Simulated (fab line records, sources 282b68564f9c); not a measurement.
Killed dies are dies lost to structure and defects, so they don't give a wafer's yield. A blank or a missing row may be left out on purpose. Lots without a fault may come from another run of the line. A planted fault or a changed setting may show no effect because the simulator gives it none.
Split-lot experiment | flow rit_cmos | 5 lots, 23 wafers read, on a route of 202 steps

THE SPLIT
At RIT_SPACER_ETCHBACK_05 (etches Si3N4 in SF6/CHF3, stops on SiO2, target depth 250 nm, time 240 s), the setting time_s was moved away from the recipe's 240 s on 8 of the 23 wafers read, by -14.9% to +13.7%. The other wafers ran this setting at the recipe's value.

The reading is taken at the split's own step.

THE READING
Si3N4_of_SPACER_CVD_03.thk_nm (the simulator's own value, which no gauge read), in nm, at RIT_SPACER_ETCHBACK_05 (etches Si3N4 in SF6/CHF3, stops on SiO2, target depth 250 nm, time 240 s). The file gives no usual value for it. The 15 wafers here that ran the recipe average 189.7 nm, standard deviation 1.7 nm.

wafer  | tool, chamber at the split | time_s as run, s | against the recipe | Si3N4_of_SPACER_CVD_03.thk_nm, nm | against lot-mates on the recipe
L074.1 | rie_diel-03, 2             | 204.3            | -14.9%             | 196.9                             | +8.0
L074.2 | rie_diel-03, 3             | 204.3            | -14.9%             | 196.5                             | +7.6
L074.4 | rie_diel-03, 0             | 240              | recipe             | 189.7                             | -
L074.5 | rie_diel-03, 3             | 240              | recipe             | 189.4                             | -
L074.6 | rie_diel-03, 2             | 240              | recipe             | 187.5                             | -
L075.1 | rie_diel-01, 3             | 256.1            | +6.7%              | 186.5                             | -2.8
L075.2 | rie_diel-01, 1             | 240              | recipe             | 188.5                             | -
L075.4 | rie_diel-01, 0             | 256.1            | +6.7%              | 186.2                             | -3.1
L075.5 | rie_diel-01, 1             | 240              | recipe             | 189.3                             | -
L075.6 | rie_diel-01, 0             | 240              | recipe             | 190.1                             | -
L081.1 | rie_diel-02, 0             | 240              | recipe             | 189.9                             | -
L081.2 | rie_diel-02, 2             | 272.8            | +13.7%             | 181.8                             | -7.9
L081.3 | rie_diel-02, 1             | 240              | recipe             | 190.4                             | -
L081.5 | rie_diel-02, 0             | 240              | recipe             | 188.7                             | -
L081.6 | rie_diel-02, 2             | 272.8            | +13.7%             | 181.8                             | -7.9
L082.1 | rie_diel-02, 0             | 240              | recipe             | 193                               | -
L082.2 | rie_diel-02, 1             | 240              | recipe             | 192.3                             | -
L082.3 | rie_diel-02, 2             | 240              | recipe             | 192.5                             | -
L082.4 | rie_diel-02, 1             | 214.8            | -10.5%             | 198.4                             | +5.8
L082.5 | rie_diel-02, 2             | 214.8            | -10.5%             | 196.5                             | +3.9
L085.1 | rie_diel-01, 3             | 240              | recipe             | 187.6                             | -
L085.2 | rie_diel-01, 1             | 240              | recipe             | 188.4                             | -
L085.4 | rie_diel-01, 0             | 240              | recipe             | 188.5                             | -

THE FIT
A straight line over all 23 wafers: Si3N4_of_SPACER_CVD_03.thk_nm changes by -0.56 nm for each +1% of time_s; r = -0.93; the points scatter about the line by 1.6 nm.
The same after taking each lot's own level away (the mean of its wafers on the recipe; 23 wafers): -0.524 nm for each +1%; r = -0.98; scatter 0.71 nm.
On that fit, the largest move of time_s shifts the reading by 7.8 nm.
The lots' own levels span 188.17 to 192.60 nm, that is 2.7 times the standard deviation above.
So the lot-to-lot level changes the slope little: the two slopes agree.
Check: with one of the wafers moved furthest among these (-14.9%) left out of the fit, the line predicts +7.64 nm for it against its lot-mates. It came out at +8.03 nm against them.

OTHER SPLITS ON THESE WAFERS
These wafers also went through other splits before the reading. Each is held against what the fit with the lots' levels taken away leaves over:
other split on the same wafers  | wafers away from the commonest value | r with Si3N4_of_SPACER_CVD_03.thk_nm (lot level and that fit taken away)
RIT_ACTIVE_ETCH_13 rf_w         | 9                                    | +0.13
RIT_FOX2_OXIDATION_00 ox_time_s | 18                                   | +0.27
RIT_PRETRO_IMPLANT_08 dose_cm2  | 7                                    | +0.50
RIT_GATE_OXIDATION_05 ox_time_s | 18                                   | +0.23
RIT_GATE_EXPOSE_13 dose_mj      | 8                                    | +0.00
RIT_GATE_STRIP_20 o2_flow_sccm  | 8                                    | +0.04

THE WHOLE CHAIN: every reading that the file lists as answering this split, in the file's order
step                   | what it does                                                             | reading                                                                        | change (the file's fit)               | r (the file's)
RIT_SPACER_ETCHBACK_05 | etches Si3N4 in SF6/CHF3, stops on SiO2, target depth 250 nm, time 240 s | poly-Si_of_GATE_CVD_08.thk_nm (the simulator's own value, which no gauge read) | -0.649 nm for each +1% of the setting | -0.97
RIT_SPACER_ETCHBACK_05 | etches Si3N4 in SF6/CHF3, stops on SiO2, target depth 250 nm, time 240 s | Si3N4_of_SPACER_CVD_03.thk_nm (the simulator's own value, which no gauge read) | -0.523 nm for each +1% of the setting | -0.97

THE FILE'S OWN FIT
Si3N4_of_SPACER_CVD_03.thk_nm changes by -0.523 nm for each +1% of time_s, r = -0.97.
